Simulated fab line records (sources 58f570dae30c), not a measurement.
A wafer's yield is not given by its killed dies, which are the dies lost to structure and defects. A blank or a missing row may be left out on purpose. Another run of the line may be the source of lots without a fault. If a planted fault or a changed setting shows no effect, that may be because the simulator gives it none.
fab line records	flow berkeley-cmos170
record lots=13	wafers=39	last-day=11
route steps=331 shown ACTIVE@77 SACOX@99 GATE@130
lots that met no fault: from a run of the same line without faults
start-h: hours from the record's first day to the start of the lot's first wafer shown	wait-h: how many hours have passed since the lot's step before this one	" identical to the entry in the row above	L1.1+2: a row that stands for several wafers	- no value present, or no start provided	* or withheld: withheld	< > ~ a bound
route shown NAME@n: names a module that has steps shown in the file, with the first one's number in the route	usual: mean and standard deviation over wafers with no fault	same: alike in all rows	chamber/n: place in a boat	sites: per-site readings	_std_site: their standard deviation	_edge_site: the outer-site mean with the inner-site mean subtracted	radius-mm: how far each site lies from the wafer's centre	mask NAME#n: copy n	behind: the last tool/chamber to shape the wafer	hold: the reason the lot was held/the length of the hold in hours/how it ended	device: transistor that didn't switch, given as n, p or np	end of line: tests run on the same wafers once the route is complete	a step given without rows: its recipe and nothing more	killed: at the first sort, the dies lost to defects and structure; wafer yield is something else	map: shows each die of a wafer: x if killed, . if not, _ if none is there
set.NAME: the run value of the setting; set.NAME@STEP: its run value at that earlier step	model.NAME: the simulator's own value behind a step, which no gauge read
one table for each step of the route and one row for each wafer, over a sample of lots
services: a tool's chamber out of use, with start hour (start-h, from the record's first day; less than 0 if before it), hours out, and reason
## steps
# step UCB170_ACTIVE_CD_MEAS_90
# recipe target-cd-nm=1200
# usual cd-nm=1200.0/1.3
lot.wafer	tool	chamber	start-h	wait-h	cd-nm
L360.2	cd-sem-01	-	65.70	0.1	1199.8
L360.3	"	-	"	"	1201.5
L360.6	"	-	"	"	1199.3
L361.1	cd-sem-01	-	82.71	0.1	1199.4
L361.2	"	-	"	"	1199.8
L361.4	"	-	"	"	1200.4
L363.4	cd-sem-02	-	88.73	0.1	1200.2
L363.5	"	-	"	"	1200.4
L363.6	"	-	"	"	1202.0
L365.1	cd-sem-02	-	95.65	0.1	1197.7
L365.2	"	-	"	"	1198.5
L365.5	"	-	"	"	1199.6
L366.1	cd-sem-01	-	103.96	0.1	1197.4
L366.3	"	-	"	"	1198.6
L366.4	"	-	"	"	1198.3
L367.1	cd-sem-01	-	115.45	0.1	1199.8
L367.2	"	-	"	"	1200.2
L367.6	"	-	"	"	1201.1
L369.1	cd-sem-01	-	125.83	0.1	1198.4
L369.2	"	-	"	"	1200.9
L369.6	"	-	"	"	1200.0
L375.2	cd-sem-01	-	146.83	0.1	1199.9
L375.4	"	-	"	"	1201.6
L375.6	"	-	"	"	1200.4
L376.3	cd-sem-02	-	158.16	0.1	1200.1
L376.4	"	-	"	"	1199.2
L376.6	"	-	"	"	1198.2
L377.2	cd-sem-02	-	164.98	0.1	1198.3
L377.5	"	-	"	"	1198.8
L377.6	"	-	"	"	1197.3
L379.1	cd-sem-02	-	175.40	0.1	1200.3
L379.2	"	-	"	"	1198.8
L379.5	"	-	"	"	1198.6
L378.2	cd-sem-01	-	176.13	0.2	1198.9
L378.4	"	-	"	"	1200.7
L378.6	"	-	"	"	1200.6
L380.4	cd-sem-02	-	181.22	0.1	1200.1
L380.5	"	-	"	"	1200.9
L380.6	"	-	"	"	1200.1
# step UCB170_SACOX_THK_MEAS_02
# recipe reads=SiO2_of_SACOX_OXIDATION_01
# usual SACOX_OXIDE_THK=14.36/0.3
lot.wafer	tool	chamber	start-h	wait-h	SACOX_OXIDE_THK[nm]
L360.2	film-metro-03	-	85.67	0.0	13.89
L360.3	"	-	"	"	14.28
L360.6	"	-	"	"	14.14
L361.1	film-metro-01	-	102.31	0.0	14.45
L361.2	"	-	"	"	14.75
L361.4	"	-	"	"	14.62
L363.4	film-metro-01	-	107.15	0.0	14.04
L363.5	"	-	"	"	13.96
L363.6	"	-	"	"	14.16
L365.1	film-metro-03	-	115.54	0.0	14.62
L365.2	"	-	"	"	14.42
L365.5	"	-	"	"	14.58
L366.1	film-metro-03	-	126.11	0.0	14.43
L366.3	"	-	"	"	14.62
L366.4	"	-	"	"	14.68
L367.1	film-metro-03	-	138.62	0.0	14.35
L367.2	"	-	"	"	14.18
L367.6	"	-	"	"	14.15
L369.1	film-metro-01	-	146.66	0.0	13.97
L369.2	"	-	"	"	14.15
L369.6	"	-	"	"	13.88
L375.2	film-metro-03	-	170.13	0.0	14.40
L375.4	"	-	"	"	14.06
L375.6	"	-	"	"	14.27
L376.3	film-metro-03	-	179.57	0.0	14.58
L376.4	"	-	"	"	14.69
L376.6	"	-	"	"	14.75
L377.2	film-metro-01	-	185.62	0.0	14.32
L377.5	"	-	"	"	14.23
L377.6	"	-	"	"	14.25
L379.1	film-metro-03	-	197.50	0.0	14.34
L379.2	"	-	"	"	14.36
L379.5	"	-	"	"	14.23
L378.2	film-metro-02	-	197.51	0.0	13.89
L378.4	"	-	"	"	14.07
L378.6	"	-	"	"	13.99
L380.4	film-metro-03	-	202.37	0.0	14.76
L380.5	"	-	"	"	14.35
L380.6	"	-	"	"	14.72
# step UCB170_GATE_CVD_04
# recipe material=poly-Si	temp-c=610	precursor=SiH4	time-s=1440	pressure-mtorr=375	target-thk-nm=214	sih4-flow-sccm=120
# usual spike-tc-centre-C=613.2/1	spike-tc-source-C=628.6/2.2	zone-power-source-pct=12.4/1.1
lot.wafer	tool	chamber	start-h	wait-h	spike-tc-centre-C	spike-tc-source-C	zone-power-source-pct
L360.2	lpcvd-01	1	104.11	0.0	613.8	629.4	11.4
L360.3	"	1	"	"	613.9	629.0	11.5
L360.6	"	1	"	"	614.1	629.6	11.5
L361.1	lpcvd-02	0	124.94	2.0	613.2	629.9	12.2
L361.2	"	0	"	"	611.5	629.1	12.1
L361.4	"	0	"	"	613.9	629.2	12.5
L363.4	lpcvd-02	1	133.29	1.5	611.6	628.7	14.2
L363.5	"	1	"	"	612.9	630.2	14.2
L363.6	"	1	"	"	612.8	632.4	14.2
L365.1	lpcvd-01	0	136.96	0.0	610.8	624.6	11.6
L365.2	"	0	"	"	612.8	625.8	11.9
L365.5	"	0	"	"	613.5	625.9	11.7
L366.1	lpcvd-02	1	150.99	0.0	611.9	629.6	14.5
L366.3	"	1	"	"	613.4	630.8	14.3
L366.4	"	1	"	"	613.5	632.7	14.5
L367.1	lpcvd-01	0	160.99	0.6	613.7	624.9	11.9
L367.2	"	0	"	"	614.7	624.4	11.8
L367.6	"	0	"	"	611.9	625.5	11.9
L369.1	lpcvd-02	0	168.67	0.0	613.2	627.5	12.3
L369.2	"	0	"	"	612.6	630.8	12.3
L369.6	"	0	"	"	613.5	628.7	12.3
L375.2	lpcvd-01	0	192.61	0.0	614.0	625.0	11.7
L375.4	"	0	"	"	613.0	626.0	11.9
L375.6	"	0	"	"	611.1	625.4	11.8
L376.3	lpcvd-01	0	205.98	3.3	614.0	625.1	11.8
L376.4	"	0	"	"	611.8	623.9	11.6
L376.6	"	0	"	"	612.6	625.7	11.9
L377.2	lpcvd-01	0	212.29	5.6	613.6	625.4	11.7
L377.5	"	0	"	"	612.4	626.0	11.9
L377.6	"	0	"	"	613.6	624.8	11.6
L378.2	lpcvd-01	0	221.24	4.6	612.7	622.8	11.8
L378.4	"	0	"	"	613.3	625.6	12.0
L378.6	"	0	"	"	614.1	623.1	11.9
L379.1	lpcvd-01	1	221.24	4.6	615.6	629.6	11.7
L379.2	"	1	"	"	614.4	629.6	11.5
L379.5	"	1	"	"	613.4	629.3	11.6
L380.4	lpcvd-01	1	226.49	4.3	610.7	629.7	11.5
L380.5	"	1	"	"	612.5	628.9	11.3
L380.6	"	1	"	"	614.1	628.5	11.3
# step UCB170_GATE_THK_MEAS_05
# recipe reads=poly-Si_of_GATE_CVD_04
# usual GATE_POLY_THK=214.1/1.9
lot.wafer	tool	chamber	start-h	wait-h	GATE_POLY_THK[nm]
L360.2	film-metro-02	-	105.52	0.0	214.6
L360.3	"	-	"	"	213.3
L360.6	"	-	"	"	212.9
L361.1	film-metro-02	-	126.37	0.0	213.0
L361.2	"	-	"	"	212.2
L361.4	"	-	"	"	211.9
L363.4	film-metro-03	-	134.72	0.0	216.1
L363.5	"	-	"	"	216.4
L363.6	"	-	"	"	214.9
L365.1	film-metro-02	-	138.36	0.0	214.1
L365.2	"	-	"	"	214.1
L365.5	"	-	"	"	214.5
L366.1	film-metro-02	-	152.45	0.1	215.2
L366.3	"	-	"	"	213.1
L366.4	"	-	"	"	212.9
L367.1	film-metro-02	-	162.39	0.0	212.4
L367.2	"	-	"	"	214.2
L367.6	"	-	"	"	214.5
L369.1	film-metro-02	-	170.07	0.0	392.6
L369.2	"	-	"	"	391.1
L369.6	"	-	"	"	391.5
L375.2	film-metro-02	-	194.04	0.0	215.3
L375.4	"	-	"	"	214.2
L375.6	"	-	"	"	217.5
L376.3	film-metro-02	-	207.40	0.0	213.5
L376.4	"	-	"	"	212.4
L376.6	"	-	"	"	211.9
L377.2	film-metro-03	-	213.70	0.0	219.6
L377.5	"	-	"	"	218.3
L377.6	"	-	"	"	219.8
L379.1	film-metro-02	-	222.64	0.0	213.5
L379.2	"	-	"	"	209.6
L379.5	"	-	"	"	212.5
L378.2	film-metro-03	-	222.65	0.0	214.1
L378.4	"	-	"	"	215.9
L378.6	"	-	"	"	216.2
L380.4	film-metro-03	-	227.92	0.0	216.2
L380.5	"	-	"	"	216.0
L380.6	"	-	"	"	216.6
# step UCB170_GATE_OVL_MEAS_13
# usual GATE_OVL=4/5
lot.wafer	tool	chamber	start-h	wait-h	GATE_OVL[nm]
L360.2	overlay-01	-	106.68	0.1	0
L360.3	"	-	"	"	8
L360.6	"	-	"	"	0
L361.1	overlay-01	-	127.56	0.1	-3
L361.2	"	-	"	"	-7
L361.4	"	-	"	"	-5
L363.4	overlay-02	-	136.41	0.1	5
L363.5	"	-	"	"	4
L363.6	"	-	"	"	2
L365.1	overlay-02	-	139.50	0.1	7
L365.2	"	-	"	"	6
L365.5	"	-	"	"	6
L366.1	overlay-02	-	153.79	0.1	2
L366.3	"	-	"	"	-3
L366.4	"	-	"	"	0
L367.1	overlay-01	-	163.41	0.1	-2
L367.2	"	-	"	"	1
L367.6	"	-	"	"	2
L369.1	overlay-01	-	171.22	0.1	7
L369.2	"	-	"	"	4
L369.6	"	-	"	"	0
L375.2	overlay-02	-	195.18	0.1	4
L375.4	"	-	"	"	1
L375.6	"	-	"	"	9
L376.3	overlay-01	-	208.54	0.1	3
L376.4	"	-	"	"	14
L376.6	"	-	"	"	14
L377.2	overlay-01	-	214.86	0.1	13
L377.5	"	-	"	"	10
L377.6	"	-	"	"	10
L378.2	overlay-02	-	223.79	0.1	-2
L378.4	"	-	"	"	-3
L378.6	"	-	"	"	-2
L379.1	overlay-01	-	223.90	0.1	4
L379.2	"	-	"	"	3
L379.5	"	-	"	"	13
L380.4	overlay-02	-	228.99	0.1	2
L380.5	"	-	"	"	-7
L380.6	"	-	"	"	2
# step UCB170_GATE_ETCH_15
# recipe chemistry=HBr/Cl2	target=poly-Si	stop-on=SiO2	over-etch-frac=0.3	icp-w=300	bias-w=150	time-s=56.3	pressure-mtorr=15	HBr_flow_sccm=150	Cl2_flow_sccm=50	target-depth-a=2782
# usual drypump-motor-current-A=5.8/0.56	oes-product-au=0.824/0.017	throttle-valve-pct=26.56/0.28
# same time-s=56.3
lot.wafer	tool	chamber	start-h	wait-h	drypump-motor-current-A	oes-product-au	rf-hours-counter-h	throttle-valve-pct
L360.2	rie-si-01	0	106.75	-	5.3	0.812	76	26.56
L360.3	"	1	"	"	6.5	0.820	51	26.63
L360.6	"	2	"	"	6.4	0.830	-	26.93
L361.1	rie-si-01	0	127.63	-	5.3	0.818	76	26.55
L361.2	"	2	"	"	6.3	0.824	135	26.94
L361.4	"	0	"	"	5.2	0.817	-	26.55
L363.4	rie-si-02	1	136.47	-	6.2	0.849	0	26.02
L363.5	"	1	"	"	6.2	0.841	-	26.01
L363.6	"	0	"	"	4.8	0.796	-	26.71
L365.1	rie-si-02	1	139.58	-	6.2	0.841	0	26.01
L365.2	"	0	"	"	4.7	0.800	54	26.71
L365.5	"	2	"	"	5.6	0.865	-	26.37
L366.1	rie-si-02	3	153.86	-	5.6	0.835	105	26.37
L366.3	"	1	"	"	6.1	0.839	0	26.03
L366.4	"	2	"	"	5.7	0.851	11	26.36
L367.1	rie-si-01	1	163.49	-	6.5	0.822	52	26.64
L367.2	"	0	"	"	5.3	0.823	76	26.56
L367.6	"	3	"	"	6.0	0.814	-	26.96
L369.1	rie-si-01	2	171.30	-	6.4	0.989	0	26.84
L369.2	"	1	"	"	6.5	0.982	52	26.62
L369.6	"	3	"	"	6.0	0.973	-	26.97
L375.2	rie-si-01	0	195.25	-	5.3	0.822	76	26.55
L375.4	"	2	"	"	6.4	0.815	0	26.84
L375.6	"	1	"	"	6.5	0.825	-	26.62
L376.3	rie-si-02	2	208.61	-	5.7	0.852	11	26.37
L376.4	"	3	"	"	5.6	0.812	105	26.37
L376.6	"	2	"	"	5.7	0.851	-	26.37
L377.2	rie-si-01	3	214.93	-	6.0	0.827	0	26.97
L377.5	"	1	"	"	6.5	0.831	-	26.62
L377.6	"	0	"	"	5.2	0.834	-	26.57
L378.2	rie-si-02	3	223.86	-	5.6	0.832	105	26.36
L378.4	"	1	"	"	6.2	0.845	1	26.04
L378.6	"	2	"	"	5.6	0.860	-	26.37
L379.1	rie-si-01	3	223.98	-	6.0	0.817	0	26.97
L379.2	"	0	"	"	5.3	0.807	77	26.56
L379.5	"	1	"	"	6.5	0.820	-	26.62
L380.4	rie-si-02	3	229.05	-	5.6	0.834	105	26.36
L380.5	"	2	"	"	5.7	0.862	-	26.37
L380.6	"	1	"	"	6.2	0.837	-	26.03
## services
tool	chamber	start-h	hours	kind
rie-si-01	3	104.50	-	clean
rie-si-01	3	104.50	24.6	scheduled-down
rie-si-01	3	104.50	24.6	vent-cycle
rie-si-01	2	129.08	-	clean
rie-si-01	2	129.08	16.9	scheduled-down
rie-si-01	2	129.08	16.9	vent-cycle
lpcvd-02	-	192.76	34.3	repair
rie-si-02	-	197.23	0.5	repair
lpcvd-01	-	208.84	1.5	repair
## key
first-sign step=UCB170_GATE_THK_MEAS_05	reading=GATE_POLY_THK	direction=up	sigmas=94	usual=214.1	struck=391.7
effect step=UCB170_GATE_ETCH_15	reading=oes-product-au	direction=up	sigmas=9.1	usual=0.824	struck=0.982
met-at UCB170_GATE_CVD_04
struck-lots L369
struck-wafers L369.1,L369.2,L369.6
later-rows-left-out L369.1,L369.2,L369.6
sort-left-out L369.1,L369.2,L369.6
tester-left-out L369
not-acting-at UCB170_ACTIVE_CD_MEAS_90,UCB170_SACOX_THK_MEAS_02,UCB170_GATE_OVL_MEAS_13
onset-between 124.94 168.67
fault kind=process-parameter-drift	tool=lpcvd-02	chamber=0	onset-h=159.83	steps=UCB170_GATE_CVD_04	channel=target-thk-nm	offset=175.76	shape=step	end-h=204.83	acts-in=these-recipes-only	stated=214
# tester-left-out: of these lots the tester's yield and bins aren't shown, on N5 and GAA mostly nor the transistor test; their killed dies are dies lost to structure and defects alone, not to doping, threshold or leakage, so they don't give the yield
# sort-left-out: the simulated sort isn't trusted on such a fault, so these wafers' sort isn't shown, and their yield isn't known
# later-rows-left-out: the simulator's readings of these wafers behind a module that went badly wrong aren't trusted and aren't shown, but for the sort
